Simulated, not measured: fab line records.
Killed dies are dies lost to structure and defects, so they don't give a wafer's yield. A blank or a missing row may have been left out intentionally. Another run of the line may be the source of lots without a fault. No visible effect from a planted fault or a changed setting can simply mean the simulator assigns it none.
fab line records + flow berkeleyCmos170
record
- lots=13
- wafers=39
- lastDay=12
route steps=331 shown PSD@184 NSD@196
lots that met no fault: from a run of the same line without faults
startH: the number of hours between the record's first day and the start of the first shown wafer of the lot + waitH: hours since the lot's step before + " same as the row above + L1.1+2: a row that stands for several wafers + - either no value or no given start + * or withheld: withheld + < > ~ a bound
route shown NAME@n: names a module that has steps shown in the file, with the first one's number in the route + usual: mean and standard deviation over wafers with no fault + same: alike in all rows + chamber/n: place in a boat + sites: each site's reading + _std_site: the standard deviation of these + _edge_site: the outer-site mean with the inner-site mean subtracted + radiusMm: how far each site lies from the wafer's centre + mask NAME#n: copy n + behind: the most recent tool/chamber to have shaped the wafer + hold: why the lot went on hold/how many hours it stayed there/how the hold came to an end + device: transistor that didn't switch, given as n, p or np + end of line: the same wafers' tests at the end of the route + step lacking rows: just its recipe + killed: the dies lost at the first sort to structure and to defects; this is not the yield of the wafer + map: per-die view of a wafer (x killed, . not killed, _ where there is no die)
set.NAME: the run value of the setting; set.NAME@STEP: its run value at that earlier step + model.NAME: the simulator's own value behind a step, which no gauge read
the route's steps for a sample of lots (tables are steps, rows are wafers)
services: from which hour (startH, from the record's first day; less than 0 if before it) a tool's chamber was out of use, for how many hours, and why
## steps
# step UCB170_PSD_STRIP_09
# recipe
- chemistry=O2
- powerW=400
- pressureMtorr=3500
- platenTempC=withheld
- o2FlowSccm=400
- overashFraction=0.5
# usual
- drypumpMotorCurrentA=5.9/0.56
- oesProductAu=0.600/0.0043
- stripTimeToEndpointS=29.38/0.072
| lot.wafer | tool           | chamber | startH | waitH | drypumpMotorCurrentA | oesProductAu | rfHoursCounterH | stripTimeToEndpointS |
|-----------|----------------|---------|--------|-------|----------------------|--------------|-----------------|----------------------|
| L960.1    | plasmaAsher-03 | 1       | 128.26 | 0.1   | 5.4                  | 0.608        | 1               | 29.35                |
| L960.2    | "              | 0       | "      | "     | 5.9                  | 0.602        | 1               | 29.35                |
| L960.4    | "              | 0       | "      | "     | 5.9                  | 0.612        | -               | 29.43                |
| L961.1    | plasmaAsher-03 | 0       | 128.50 | 0.1   | 5.9                  | 0.602        | 1               | 29.30                |
| L961.3    | "              | 1       | "      | "     | 5.3                  | 0.595        | -               | 29.45                |
| L961.6    | "              | 0       | "      | "     | 5.9                  | 0.598        | -               | 29.37                |
| L964.1    | plasmaAsher-02 | 1       | 152.87 | 0.1   | 6.6                  | 0.600        | 49              | 29.44                |
| L964.4    | "              | 1       | "      | "     | 6.6                  | 0.603        | -               | 29.43                |
| L964.5    | "              | 0       | "      | "     | 6.5                  | 0.602        | -               | 29.46                |
| L966.1    | plasmaAsher-02 | 1       | 161.89 | 0.1   | 6.6                  | 0.437        | 50              | -                    |
| L966.3    | "              | 1       | "      | "     | 6.6                  | 0.442        | -               | -                    |
| L966.6    | "              | 1       | "      | "     | 6.6                  | 0.434        | -               | -                    |
| L967.1    | plasmaAsher-01 | 0       | 180.07 | 0.1   | 5.0                  | 0.604        | 43              | 29.38                |
| L967.3    | "              | 0       | "      | "     | 5.0                  | 0.601        | -               | 29.43                |
| L967.4    | "              | 1       | "      | "     | 5.8                  | 0.605        | -               | 29.49                |
| L974.4    | plasmaAsher-03 | 1       | 201.06 | 0.1   | 5.3                  | 0.599        | -               | 29.40                |
| L974.5    | "              | 1       | "      | "     | 5.4                  | 0.607        | -               | 29.42                |
| L974.6    | "              | 0       | "      | "     | 5.9                  | 0.595        | -               | 29.38                |
| L976.1    | plasmaAsher-01 | 1       | 206.07 | 0.2   | 5.8                  | 0.605        | 45              | 29.40                |
| L976.3    | "              | 1       | "      | "     | 5.8                  | 0.602        | -               | 29.37                |
| L976.5    | "              | 1       | "      | "     | 5.8                  | 0.602        | -               | 29.41                |
| L972.3    | plasmaAsher-03 | 1       | 206.16 | 0.1   | 5.3                  | 0.596        | -               | 29.34                |
| L972.4    | "              | 0       | "      | "     | 5.9                  | 0.601        | -               | 29.39                |
| L972.5    | "              | 0       | "      | "     | 5.9                  | 0.601        | -               | 29.38                |
| L973.2    | plasmaAsher-03 | 0       | 206.36 | 0.1   | 5.9                  | 0.601        | 10              | 29.32                |
| L973.5    | "              | 0       | "      | "     | 5.9                  | 0.598        | -               | 29.26                |
| L973.6    | "              | 1       | "      | "     | 5.4                  | 0.604        | -               | 29.28                |
| L978.3    | plasmaAsher-03 | 0       | 219.94 | 0.1   | 5.9                  | 0.598        | -               | 29.42                |
| L978.4    | "              | 1       | "      | "     | 5.3                  | 0.596        | -               | 29.37                |
| L978.5    | "              | 1       | "      | "     | 5.4                  | 0.593        | -               | 29.40                |
| L979.2    | plasmaAsher-03 | 0       | 228.45 | 0.1   | 5.9                  | 0.603        | 13              | 29.37                |
| L979.3    | "              | 0       | "      | "     | 5.9                  | 0.588        | -               | 29.38                |
| L979.5    | "              | 1       | "      | "     | 5.3                  | 0.599        | -               | 29.30                |
| L981.4    | plasmaAsher-02 | 1       | 244.10 | 0.1   | 6.5                  | 0.600        | -               | 29.31                |
| L981.5    | "              | 0       | "      | "     | 6.5                  | 0.604        | -               | 29.31                |
| L981.6    | "              | 1       | "      | "     | 6.6                  | 0.602        | -               | 29.34                |
| L982.1    | plasmaAsher-02 | 0       | 244.43 | 0.1   | 6.5                  | 0.604        | 58              | 29.29                |
| L982.4    | "              | 0       | "      | "     | 6.5                  | 0.603        | -               | 29.41                |
| L982.5    | "              | 0       | "      | "     | 6.5                  | 0.604        | -               | 29.27                |
# step UCB170_NSD_STRIP_09
# recipe
- chemistry=O2
- powerW=400
- pressureMtorr=3500
- platenTempC=withheld
- o2FlowSccm=400
- overashFraction=0.5
# usual
- drypumpMotorCurrentA=5.5/0.34
- oesProductAu=0.534/0.0042
- stripTimeToEndpointS=35.84/0.082
| lot.wafer | tool           | chamber | startH | waitH | drypumpMotorCurrentA | oesProductAu | rfHoursCounterH | stripTimeToEndpointS |
|-----------|----------------|---------|--------|-------|----------------------|--------------|-----------------|----------------------|
| L960.1    | plasmaAsher-03 | 0       | 130.16 | 0.1   | 5.9                  | 0.535        | 1               | 35.70                |
| L960.2    | "              | 1       | "      | "     | 5.3                  | 0.533        | 1               | 35.74                |
| L960.4    | "              | 0       | "      | "     | 5.9                  | 0.533        | -               | 35.72                |
| L961.1    | plasmaAsher-01 | 1       | 130.40 | 0.1   | 5.8                  | 0.534        | 39              | 35.85                |
| L961.3    | "              | 1       | "      | "     | 5.8                  | 0.528        | -               | 35.90                |
| L961.6    | "              | 1       | "      | "     | 5.8                  | 0.534        | -               | 35.79                |
| L964.1    | plasmaAsher-04 | 0       | 154.49 | 0.1   | 5.1                  | 0.529        | 41              | 35.90                |
| L964.4    | "              | 1       | "      | "     | 5.6                  | 0.543        | -               | 36.00                |
| L964.5    | "              | 0       | "      | "     | 5.1                  | 0.540        | -               | 35.90                |
| L966.1    | plasmaAsher-01 | 1       | 163.50 | 0.1   | 5.8                  | 0.609        | 41              | 56.36                |
| L966.3    | "              | 1       | "      | "     | 5.8                  | 0.600        | -               | 56.31                |
| L966.6    | "              | 1       | "      | "     | 5.8                  | 0.605        | -               | 56.28                |
| L967.1    | plasmaAsher-01 | 0       | 182.65 | 0.1   | 5.0                  | 0.530        | 43              | 35.86                |
| L967.3    | "              | 0       | "      | "     | 5.0                  | 0.544        | -               | 35.74                |
| L967.4    | "              | 1       | "      | "     | 5.8                  | 0.534        | -               | 35.80                |
| L974.4    | plasmaAsher-04 | 0       | 206.52 | 0.1   | 5.1                  | 0.530        | -               | 35.97                |
| L974.5    | "              | 1       | "      | "     | 5.5                  | 0.542        | -               | 35.92                |
| L974.6    | "              | 0       | "      | "     | 5.1                  | 0.535        | -               | 35.96                |
| L976.1    | plasmaAsher-03 | 0       | 207.87 | 0.1   | 5.9                  | 0.539        | 10              | 35.82                |
| L976.3    | "              | 1       | "      | "     | 5.3                  | 0.536        | -               | 35.79                |
| L976.5    | "              | 0       | "      | "     | 5.9                  | 0.538        | -               | 35.81                |
| L972.3    | plasmaAsher-04 | 0       | 208.21 | 0.1   | 5.2                  | 0.526        | -               | 35.86                |
| L972.4    | "              | 1       | "      | "     | 5.5                  | 0.541        | -               | 35.90                |
| L972.5    | "              | 0       | "      | "     | 5.1                  | 0.534        | -               | 35.88                |
| L973.2    | plasmaAsher-01 | 1       | 208.59 | 0.1   | 5.8                  | 0.535        | 46              | 35.87                |
| L973.5    | "              | 1       | "      | "     | 5.8                  | 0.532        | -               | 35.84                |
| L973.6    | "              | 0       | "      | "     | 5.0                  | 0.537        | -               | 35.76                |
| L978.3    | plasmaAsher-03 | 0       | 222.39 | 0.1   | 5.9                  | 0.528        | -               | 35.80                |
| L978.4    | "              | 1       | "      | "     | 5.4                  | 0.529        | -               | 35.71                |
| L978.5    | "              | 0       | "      | "     | 5.9                  | 0.533        | -               | 35.73                |
| L979.2    | plasmaAsher-01 | 0       | 230.10 | 0.1   | 5.0                  | 0.528        | 48              | 35.88                |
| L979.3    | "              | 1       | "      | "     | 5.8                  | 0.535        | -               | 35.88                |
| L979.5    | "              | 0       | "      | "     | 5.0                  | 0.534        | -               | 35.89                |
| L981.4    | plasmaAsher-01 | 1       | 246.42 | 0.1   | 5.8                  | 0.536        | -               | 35.83                |
| L981.5    | "              | 1       | "      | "     | 5.8                  | 0.530        | -               | 35.75                |
| L981.6    | "              | 0       | "      | "     | 5.0                  | 0.540        | -               | 35.75                |
| L982.1    | plasmaAsher-03 | 0       | 246.51 | 0.1   | 5.9                  | 0.535        | 14              | 35.92                |
| L982.4    | "              | 0       | "      | "     | 5.9                  | 0.532        | -               | 35.94                |
| L982.5    | "              | 1       | "      | "     | 5.4                  | 0.532        | -               | 35.89                |
# step UCB170_NSD_TW_MEAS_10
# usual
- NSD_TW=4214/28
| lot.wafer | tool         | chamber | startH | waitH | NSD_TW |
|-----------|--------------|---------|--------|-------|--------|
| L960.1    | filmMetro-02 | -       | 130.26 | 0.1   | 4180   |
| L960.2    | "            | -       | "      | "     | 4198   |
| L960.4    | "            | -       | "      | "     | 4184   |
| L961.1    | filmMetro-03 | -       | 130.50 | 0.1   | 4201   |
| L961.3    | "            | -       | "      | "     | 4213   |
| L961.6    | "            | -       | "      | "     | 4208   |
| L964.1    | filmMetro-03 | -       | 154.59 | 0.1   | 4231   |
| L964.4    | "            | -       | "      | "     | 4241   |
| L964.5    | "            | -       | "      | "     | 4225   |
| L966.1    | filmMetro-03 | -       | 163.60 | 0.1   | 30     |
| L966.3    | "            | -       | "      | "     | 30     |
| L966.6    | "            | -       | "      | "     | 30     |
| L967.1    | filmMetro-01 | -       | 182.75 | 0.1   | 4215   |
| L967.3    | "            | -       | "      | "     | 4209   |
| L967.4    | "            | -       | "      | "     | 4232   |
| L974.4    | filmMetro-01 | -       | 206.61 | 0.1   | 4231   |
| L974.5    | "            | -       | "      | "     | 4273   |
| L974.6    | "            | -       | "      | "     | 4229   |
| L976.1    | filmMetro-01 | -       | 207.97 | 0.1   | 4251   |
| L976.3    | "            | -       | "      | "     | 4256   |
| L976.5    | "            | -       | "      | "     | 4246   |
| L972.3    | filmMetro-01 | -       | 208.30 | 0.1   | 4253   |
| L972.4    | "            | -       | "      | "     | 4245   |
| L972.5    | "            | -       | "      | "     | 4252   |
| L973.2    | filmMetro-03 | -       | 208.70 | 0.1   | 4202   |
| L973.5    | "            | -       | "      | "     | 4211   |
| L973.6    | "            | -       | "      | "     | 4209   |
| L978.3    | filmMetro-02 | -       | 222.48 | 0.1   | 4187   |
| L978.4    | "            | -       | "      | "     | 4192   |
| L978.5    | "            | -       | "      | "     | 4196   |
| L979.2    | filmMetro-02 | -       | 230.26 | 0.1   | 4169   |
| L979.3    | "            | -       | "      | "     | 4167   |
| L979.5    | "            | -       | "      | "     | 4194   |
| L981.4    | filmMetro-03 | -       | 246.52 | 0.1   | 4177   |
| L981.5    | "            | -       | "      | "     | 4170   |
| L981.6    | "            | -       | "      | "     | 4171   |
| L982.1    | filmMetro-02 | -       | 246.61 | 0.1   | 4190   |
| L982.4    | "            | -       | "      | "     | 4206   |
| L982.5    | "            | -       | "      | "     | 4181   |
## services
| tool           | chamber | startH | hours | kind      |
|----------------|---------|--------|-------|-----------|
| plasmaAsher-03 | -       | 108.75 | 9.0   | pm        |
| plasmaAsher-03 | 0       | 108.75 | 9.0   | ventCycle |
| plasmaAsher-03 | 1       | 108.75 | 9.0   | ventCycle |
| plasmaAsher-03 | 0       | 117.75 | -     | clean     |
| plasmaAsher-03 | 1       | 117.75 | -     | clean     |
| plasmaAsher-01 | -       | 145.87 | 6.6   | repair    |
| plasmaAsher-02 | -       | 204.21 | 5.4   | repair    |
| plasmaAsher-01 | -       | 209.15 | 2.3   | repair    |
| plasmaAsher-04 | -       | 214.87 | 0.4   | repair    |
## key
firstSign
- step=UCB170_PSD_STRIP_09
- reading=oesProductAu
- direction=down
- sigmas=38
- usual=0.600
- struck=0.438
effect
- step=UCB170_NSD_STRIP_09
- reading=stripTimeToEndpointS
- direction=up
- sigmas=99+
- usual=*
- struck=*
effect
- step=UCB170_NSD_TW_MEAS_10
- reading=NSD_TW
- direction=down
- sigmas=99+
- usual=4214
- struck=30
metAt UCB170_PSD_STRIP_09
struckLots L966
sortLeftOut L966.1,L966.3,L966.6
testerLeftOut L966
onsetBetween 152.87 161.89
fault
- kind=stripAborted
- tool=plasmaAsher-02
- chamber=-
- onsetH=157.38
- steps=UCB170_PSD_STRIP_09
- offset=0.85
- endH=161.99
# testerLeftOut: of these lots the tester's yield and bins aren't shown, on N5 and GAA mostly nor the transistor test; their killed dies are dies lost to structure and defects alone, not to doping, threshold or leakage, so they don't give the yield
# sortLeftOut: the simulated sort isn't trusted on such a fault, so these wafers' sort isn't shown, and their yield isn't known
